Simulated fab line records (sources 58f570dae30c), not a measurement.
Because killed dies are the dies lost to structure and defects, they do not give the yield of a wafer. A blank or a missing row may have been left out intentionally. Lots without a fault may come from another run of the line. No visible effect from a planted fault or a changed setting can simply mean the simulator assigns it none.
Split-lot experiment | flow berkeley_cmos170 | 23 wafers read from 5 lots, route of 331 steps

## ON THE SPLIT
At UCB170_PVT_IMPLANT_07, the setting dose_cm2 was moved away from the recipe's 2e+12 on 7 of the 23 wafers read, by -6.6% to +7.3%. All remaining wafers had this setting at the recipe value.

## SPLIT TO READING: what lies between them in the file, 1 step
- UCB170_PVT_STRIP_08: strips in O2

## THE READING
PVT_TW, at UCB170_PVT_TW_MEAS_09. Fault-free wafers of this fab line usually give 510, standard deviation 3.1.

wafer  | tool, chamber at the split | dose_cm2 as run | against the recipe | PVT_TW | against lot-mates on the recipe
L075.1 | implanter-02, 0            | 1.868e+12       | -6.6%              | 502    | -10
L075.2 | implanter-02, 0            | 1.868e+12       | -6.6%              | 504    | -8
L075.3 | implanter-02, 0            | 2e+12           | recipe             | 511    | -
L075.4 | implanter-02, 0            | 1.868e+12       | -6.6%              | 502    | -10
L075.5 | implanter-02, 0            | 2e+12           | recipe             | 512    | -
L079.2 | implanter-01, 0            | 2e+12           | recipe             | 510    | -
L079.3 | implanter-01, 0            | 2e+12           | recipe             | 515    | -
L079.4 | implanter-01, 0            | 1.92e+12        | -4.0%              | 508    | -5
L079.5 | implanter-01, 0            | 2e+12           | recipe             | 514    | -
L079.6 | implanter-01, 0            | 1.92e+12        | -4.0%              | 506    | -7
L083.1 | implanter-01, 0            | 2e+12           | recipe             | 513    | -
L083.2 | implanter-01, 0            | 2.147e+12       | +7.3%              | 527    | +16
L083.3 | implanter-01, 0            | 2e+12           | recipe             | 511    | -
L083.4 | implanter-01, 0            | 2.147e+12       | +7.3%              | 524    | +13
L083.6 | implanter-01, 0            | 2e+12           | recipe             | 510    | -
L082.1 | implanter-03, 0            | 2e+12           | recipe             | 506    | -
L082.2 | implanter-03, 0            | 2e+12           | recipe             | 508    | -
L082.4 | implanter-03, 0            | 2e+12           | recipe             | 507    | -
L082.5 | implanter-03, 0            | 2e+12           | recipe             | 506    | -
L082.6 | implanter-03, 0            | 2e+12           | recipe             | 509    | -
L084.1 | implanter-03, 0            | 2e+12           | recipe             | 511    | -
L084.2 | implanter-03, 0            | 2e+12           | recipe             | 510    | -
L084.5 | implanter-03, 0            | 2e+12           | recipe             | 512    | -

THE FIT
A straight line over all 23 wafers: PVT_TW changes by +1.53 for each +1% of dose_cm2; r = +0.89; the points scatter about the line by 2.8.
The same after taking each lot's own level away (the mean of its wafers on the recipe; 23 wafers): +1.62 for each +1%; r = +0.96; scatter 1.6.
According to that fit, moving dose_cm2 by its largest amount changes the reading by 12.
Measured against the standard deviation above, the lots' own levels, which go from 507.2 to 513.0, span 1.9 times it.
Hence the lot-to-lot level has little effect on the slope; both slopes agree.
Check: +11.1 against its lot-mates is what the line predicts for one of the wafers moved furthest among these (+7.3%) when that wafer is left out of the fit. Against them it came out at +15.7.

## THESE WAFERS: OTHER SPLITS
Before the reading, these wafers also passed through other splits. Each is held against what the fit with the lots' levels taken away leaves over:
other split on the same wafers         | wafers away from the commonest value | r with PVT_TW (lot level and that fit taken away)
UCB170_NWELL_CVD_04 temp_c             | 10                                   | -0.01
UCB170_NWELL_IMPLANT_14 dose_cm2       | 12                                   | -0.01
UCB170_ACTIVE_COAT_08 spin_rpm         | 6                                    | +0.24
UCB170_ACTIVE_PEB_11 peb_temp_c        | 4                                    | +0.06
UCB170_SCREENOX_OXIDATION_01 ox_time_s | 15                                   | +0.26
UCB170_NVT_COAT_01 spin_rpm            | 9                                    | -0.33

## FILE'S OWN FIT
PVT_TW changes by +1.64 for each +1% of dose_cm2, r = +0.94.
